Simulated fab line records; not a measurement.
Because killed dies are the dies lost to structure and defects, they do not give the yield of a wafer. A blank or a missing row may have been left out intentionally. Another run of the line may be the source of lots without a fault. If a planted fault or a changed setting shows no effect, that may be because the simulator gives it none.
A single fault, viewed from 2 desks + flow berkeleyCmos170 + what lay behind the numbers comes last; until then each desk has only its own

## THE TOOL OWNER'S DESK: pecvd-02
The tool's own readings at UCB170_SPACER_CVD_00 (deposits SiO2 from TEOS/O2, target thk 376 nm, time 47 s): means of the sampled wafers that have a number, for each lot that ran on this tool. A lot is out of limits, marked OUT, if its mean lies more than 4 standard deviations from the usual mean; the brackets give that distance.
Columns: A = heaterPowerW at UCB170_SPACER_CVD_00, usual 271 W; B = pressureMtorr at UCB170_SPACER_CVD_00, usual 9000 mTorr
| lot  | first seen here | A   | B    |
|------|-----------------|-----|------|
| L955 | day 6 04:40     | 292 | 8996 |
| L962 | day 7 12:38     | 308 | 8991 |
| L958 | day 7 13:26     | 281 | 9002 |
| L964 | day 8 01:11     | 212 | 9026 |
| L974 | day 9 21:34     | 263 | 8992 |
| L975 | day 10 12:53    | 271 | 8987 |
This desk's finding: nothing out of limits on any of the 6 lots.

## METROLOGY DESK
What the gauges read, lot by lot, whatever tool the lot ran on: means of the sampled wafers that have a number. A lot is out of limits, marked OUT, if its mean lies more than 4 standard deviations from the usual mean; the brackets give that distance.
Columns: A = cdNm at UCB170_PLDD_CD_MEAS_06, usual 1199.4 nm; B = SPACER_TEOS_THK at UCB170_SPACER_THK_MEAS_01, usual 376 nm; C = NSD_OVL at UCB170_NSD_OVL_MEAS_07, usual -3 nm
| lot  | first seen here | A      | B              | C   |
|------|-----------------|--------|----------------|-----|
| L955 | day 6 01:31     | 1200.8 | 374            | 4   |
| L954 | day 6 06:40     | 1199.9 | 384            | 6   |
| L957 | day 6 13:20     | 1199.7 | 373            | -8  |
| L956 | day 6 13:35     | 1200.1 | 372            | 0   |
| L962 | day 7 07:18     | 1199.1 | 373            | -9  |
| L963 | day 7 07:35     | 1199.9 | 374            | -4  |
| L959 | day 7 07:52     | 1197.0 | 377            | -5  |
| L961 | day 7 08:21     | 1199.7 | 383            | -7  |
| L958 | day 7 08:29     | 1198.8 | 375            | 2   |
| L960 | day 7 08:49     | 1201.5 | 378            | 2   |
| L964 | day 7 21:56     | 1200.3 | 377            | -11 |
| L974 | day 9 19:10     | 1198.7 | 329 (-7.7) OUT | -4  |
| L975 | day 10 09:33    | 1197.9 | 327 (-8.0) OUT | -8  |
| L977 | day 10 14:19    | 1199.7 | 377            | -15 |
Per this desk, out of limits: L974, L975; the first was L974, day 9 21:37 (SPACER_TEOS_THK at UCB170_SPACER_THK_MEAS_01). L955, L954, L957, L956, L962, L963, L959, L961, L958, L960, L964, L977: within limits.

## ALL TOGETHER
Metrology desk: alarm possible at day 9 21:37 on L974, L975.
Nothing out of limits was seen by the tool owner's desk.
The tool owner's desk has L974, L975 on record, within its limits.
The lots listed all ran UCB170_SPACER_CVD_00 on pecvd-02.

## WHAT HAD BEEN PUT IN BY THE SIMULATOR
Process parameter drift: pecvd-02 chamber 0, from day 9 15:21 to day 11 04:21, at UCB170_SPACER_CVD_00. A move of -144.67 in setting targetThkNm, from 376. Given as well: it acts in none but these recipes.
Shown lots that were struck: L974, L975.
Delay in hours, fault start to first out-of-limits reading, per desk: metrology desk 6.
